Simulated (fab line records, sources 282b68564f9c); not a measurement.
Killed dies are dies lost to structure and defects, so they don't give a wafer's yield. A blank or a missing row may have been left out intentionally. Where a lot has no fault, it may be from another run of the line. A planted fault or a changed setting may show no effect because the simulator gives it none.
Struck lot and sound lot, side by side | flow ritCmos | 16 steps out of a route of 202
Sound: these wafers, L154.1, L154.5, L154.6. Wafers struck: L142.2, L142.4, L142.6. The cause is given at the end.
For every step that has rows: the tool of each side, followed by ch and its chambers, followed by its first start. Under that, the readings that differ: sound wafers | struck wafers | difference of the means | sigmas: that difference in standard deviations of wafers without a fault.
alike: readings with means less than 2 such deviations apart, plus words and numbers identical on both sides. not compared: withheld readings, readings lacking a value on some wafer, bounds such as >300 that could conceal the same value, and numbers that have no deviation in the record and whose values overlap.
The two part at a step that has a row with sigmas, a row that says differs or no value, or rows on one side only. Numbers that don't overlap but have no deviation are shown without sigmas and don't part them. A reading that every wafer of one side lacks parts them only if that side has two wafers or more.

RIT_ACTIVE_BOW_MEAS_00:
  sound on filmMetro-02 at day 5 04:00; struck on filmMetro-04 at day 2 16:01
  alike: INCOMING_BOW
then, 1 step without rows for these wafers: RIT_ACTIVE_OXIDATION_01 (target thk 46.8 nm, ox time 3360 s).
RIT_ACTIVE_THK_MEAS_02:
  sound on filmMetro-03 at day 5 06:35; struck on filmMetro-03 at day 2 19:14
  alike: ACTIVE_OXIDE_THK
then, 1 step without rows for these wafers: RIT_ACTIVE_CVD_03 (deposits Si3N4 from SiH2Cl2/NH3, target thk 150 nm, time 1500 s).
RIT_ACTIVE_THK_MEAS_04:
  sound on filmMetro-04 at day 5 08:04; struck on filmMetro-04 at day 2 20:42
  alike: ACTIVE_NITRIDE_THK
then, 1 step without rows for these wafers: RIT_ACTIVE_HMDS_05 (prime time 60 s).
RIT_ACTIVE_COAT_06: resist thk 1000 nm.
  sound on lithoTrack-04 ch 0, day 5 08:17; struck on lithoTrack-01 ch 0, day 2 20:56
reading                                    | sound                | struck               | difference | sigmas
resistLineTempC (C)                        | 23.04 22.79 22.95    | 23.05 23.25 23.18    | +0.23      | +2
spinSpeedRpm (rpm)                         | 3250.5 3249.6 3249.8 | 3474.1 3474.3 3473.8 | +224.1     | +99 or more
model.NOVOLAK_of_ACTIVE_COAT_06.thkNm (nm) | 1004 1006 1005       | 969.5 969.8 970.9    | -34.9      | 
  alike: exhaustPa
then, 4 steps without rows for these wafers: RIT_ACTIVE_SOFTBAKE_07 (time 60 s); RIT_ACTIVE_EXPOSE_08 (exposes mask M1, target cd 1400 nm); RIT_ACTIVE_PEB_09; RIT_ACTIVE_DEVELOP_10 (develop time 50 s).
RIT_ACTIVE_CD_MEAS_11 targets a cd of 1400 nm.
  sound on cdSem-02 at day 5 08:59; struck on cdSem-01 at day 2 21:41
reading   | sound                | struck               | difference | sigmas
cdNm (nm) | 1405.2 1403.8 1404.2 | 1397.2 1397.9 1398.8 | -6.4       | -2
then, 1 step without rows for these wafers: RIT_ACTIVE_HARDBAKE_12 (time 60 s).
RIT_ACTIVE_ETCH_13: etches Si3N4 in SF6, stops on SiO2, time 210 s, target depth 210 nm.
  sound on rieDiel-04 ch 0,2,3, day 5 09:16; struck on rieDiel-03 ch 1,3, day 2 21:58
reading                                    | sound             | struck            | difference | sigmas
model.NOVOLAK_of_ACTIVE_COAT_06.thkNm (nm) | 660.9 660.2 664.1 | 631.8 628.1 635.1 | -30.1      | 
  alike: drypumpMotorCurrentA, oesProductAu, throttleValvePct
  not compared: rfHoursCounterH
RIT_ACTIVE_STRIP_14: strips in O2, time 180 s.
  sound on plasmaAsher-03 ch 0,1, day 5 09:24; struck on plasmaAsher-04 ch 0,1, day 2 22:05
  alike: drypumpMotorCurrentA, rfReflPowerW
  not compared: rfHoursCounterH
-- the record jumps here: 2 days lie between the struck wafers' starts before and after (it left off in module ACTIVE and takes up again in module M1, whose first step shown is number 202 of the route) --
RIT_M1_PROBE_99:
  sound on prober-01 at day 7 09:05; struck on prober-01 at day 4 23:22
  alike: killedAtContacts, killedAtFrontEnd, killedDies, killedOpen, killedShort

## WHERE THEY PART
Earliest at RIT_ACTIVE_COAT_06; latest, in this record, at RIT_ACTIVE_CD_MEAS_11. Later steps at which nothing parts them and some readings are alike: RIT_ACTIVE_ETCH_13, RIT_ACTIVE_STRIP_14, RIT_M1_PROBE_99.

WHY: whatever the simulator had introduced
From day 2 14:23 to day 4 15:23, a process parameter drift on lithoTrack-01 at RIT_ACTIVE_COAT_06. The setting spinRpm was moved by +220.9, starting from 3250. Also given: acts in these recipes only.
